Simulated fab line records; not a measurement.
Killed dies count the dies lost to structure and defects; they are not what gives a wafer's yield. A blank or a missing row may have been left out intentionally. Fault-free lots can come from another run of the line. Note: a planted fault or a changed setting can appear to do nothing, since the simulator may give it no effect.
Which tool was responsible? + flow rit_cmos + 15 lots, 45 wafers sampled, at 2 steps of a route of 202

WHAT EACH GAUGE READ, for each wafer
No reading from a measuring or inspecting step in the record can be judged against a usual standard deviation.

WHAT TOOL EACH LOT RAN ON (gives the tool, then ch and the chambers of the sampled wafers, and finally the start)
| lot  | RIT_GATE_CLEAN_01              | RIT_M1_PROBE_99        |
|------|--------------------------------|------------------------|
| L918 | wet_bench-03 ch 2, day 2 09:22 | prober-02, day 3 11:26 |
| L920 | wet_bench-04 ch 1, day 2 20:53 | prober-02, day 3 23:57 |
| L922 | wet_bench-01 ch 3, day 3 04:50 | prober-02, day 4 10:22 |
| L924 | wet_bench-03 ch 1, day 3 16:22 | prober-01, day 4 21:35 |
| L926 | wet_bench-04 ch 0, day 4 01:16 | prober-01, day 5 07:05 |
| L930 | wet_bench-04 ch 2, day 5 00:33 | prober-02, day 6 03:45 |
| L931 | wet_bench-04 ch 3, day 5 02:34 | prober-01, day 6 05:46 |
| L932 | wet_bench-04 ch 1, day 5 07:24 | prober-02, day 6 13:01 |
| L934 | wet_bench-03 ch 2, day 5 17:34 | prober-02, day 6 20:05 |
| L936 | wet_bench-04 ch 0, day 6 06:28 | prober-02, day 7 08:49 |
| L937 | wet_bench-01 ch 2, day 6 10:55 | prober-01, day 7 13:07 |
| L938 | wet_bench-03 ch 3, day 6 12:26 | prober-02, day 7 16:01 |
| L939 | wet_bench-01 ch 2, day 6 19:01 | prober-01, day 7 22:16 |
| L940 | wet_bench-01 ch 0, day 7 00:16 | prober-02, day 8 04:01 |
| L941 | wet_bench-01 ch 1, day 7 05:08 | prober-01, day 8 05:57 |
- RIT_GATE_CLEAN_01: cleans in SC1, time 580.1 s.
- RIT_M1_PROBE_99

WHAT THE TOOLS THEMSELVES READ (means of the sampled wafers that have a number; where no wafer has one, the mark that the record gives instead)
RIT_GATE_CLEAN_01.
| lot  | tool         | bath_guard_temp_C (C) | bath_heat_duty_pct (%) |
|------|--------------|-----------------------|------------------------|
| L918 | wet_bench-03 | 74.6                  | 14.2                   |
| L920 | wet_bench-04 | 75.5                  | 14.1                   |
| L922 | wet_bench-01 | 76.0                  | 16.2                   |
| L924 | wet_bench-03 | 75.4                  | 19.6                   |
| L926 | wet_bench-04 | 75.8                  | 14.5                   |
| L930 | wet_bench-04 | -                     | -                      |
| L931 | wet_bench-04 | -                     | -                      |
| L932 | wet_bench-04 | -                     | -                      |
| L934 | wet_bench-03 | 74.9                  | 13.5                   |
| L936 | wet_bench-04 | 75.6                  | 14.8                   |
| L937 | wet_bench-01 | 74.0                  | 16.6                   |
| L938 | wet_bench-03 | 74.8                  | 15.0                   |
| L939 | wet_bench-01 | 73.9                  | 17.1                   |
| L940 | wet_bench-01 | 75.2                  | 16.7                   |
| L941 | wet_bench-01 | 75.1                  | 13.4                   |

RIT_M1_PROBE_99.
| lot  | tool      | killed_at_M0_to_M3 | killed_at_contacts | killed_at_front_end | killed_dies | killed_open | killed_short |
|------|-----------|--------------------|--------------------|---------------------|-------------|-------------|--------------|
| L918 | prober-02 | 0.0                | 0.0                | 7.3                 | 7.3         | 4.3         | 3.0          |
| L920 | prober-02 | 0.0                | 0.0                | 9.3                 | 9.3         | 5.7         | 3.7          |
| L922 | prober-02 | 0.0                | 0.0                | 6.3                 | 6.3         | 3.0         | 3.3          |
| L924 | prober-01 | 0.0                | 0.0                | 4.7                 | 4.7         | 2.0         | 2.7          |
| L926 | prober-01 | 0.0                | 0.3                | 6.0                 | 6.3         | 4.7         | 1.7          |
| L930 | prober-02 | 0.0                | 0.0                | 8.7                 | 8.7         | 3.0         | 5.7          |
| L931 | prober-01 | 0.0                | 0.0                | 3.3                 | 3.3         | 1.3         | 2.0          |
| L932 | prober-02 | 0.0                | 0.0                | 7.0                 | 7.0         | 2.7         | 4.3          |
| L934 | prober-02 | 0.3                | 0.0                | 8.0                 | 8.3         | 4.3         | 4.0          |
| L936 | prober-02 | 0.0                | 0.0                | 9.7                 | 9.7         | 5.3         | 4.3          |
| L937 | prober-01 | 0.0                | 0.0                | 7.3                 | 7.3         | 4.0         | 3.3          |
| L938 | prober-02 | 0.0                | 0.0                | 7.3                 | 7.3         | 3.0         | 4.3          |
| L939 | prober-01 | 0.3                | 0.0                | 5.3                 | 5.7         | 2.3         | 3.0          |
| L940 | prober-02 | 0.0                | 0.0                | 8.7                 | 8.7         | 5.0         | 3.7          |
| L941 | prober-01 | 0.0                | 0.0                | 5.7                 | 5.7         | 3.0         | 2.7          |

THE ANSWER, worked out from the rows above alone
Rule: usual is defined by the lots themselves. Put in order of their means at a reading, lots are off if they are a third of the lots or fewer, leave a main group of 4 or more, and stand apart from it by a gap of 3 or more times the standard deviation of the main group's means; of several such gaps the widest counts. The tables above print the reading to a certain number of digits; a main group whose means all agree to those digits is not used. Also off: a lot with no number at a reading for which 4 or more lots have one. The other lots that the step has rows for count as sound. After the gauges, taken in route order, come the tools' own readings; for these a lot's mean is taken, as printed above. The first step at which some lot is off is used, and at that step the reading that is off furthest; a lot without a number counts as furthest.
Off, at RIT_GATE_CLEAN_01 on bath_guard_temp_C: L930, L931, L932. Without a number there: L930, L931, L932. For the main group the mean is 75.1 C and the standard deviation 0.63.
A tool fits if, at that step or a process step before it, it ran every lot that is off, and no sound lot after the first of them. None of those tried fits.

WHAT THE SIMULATOR HAD PUT IN
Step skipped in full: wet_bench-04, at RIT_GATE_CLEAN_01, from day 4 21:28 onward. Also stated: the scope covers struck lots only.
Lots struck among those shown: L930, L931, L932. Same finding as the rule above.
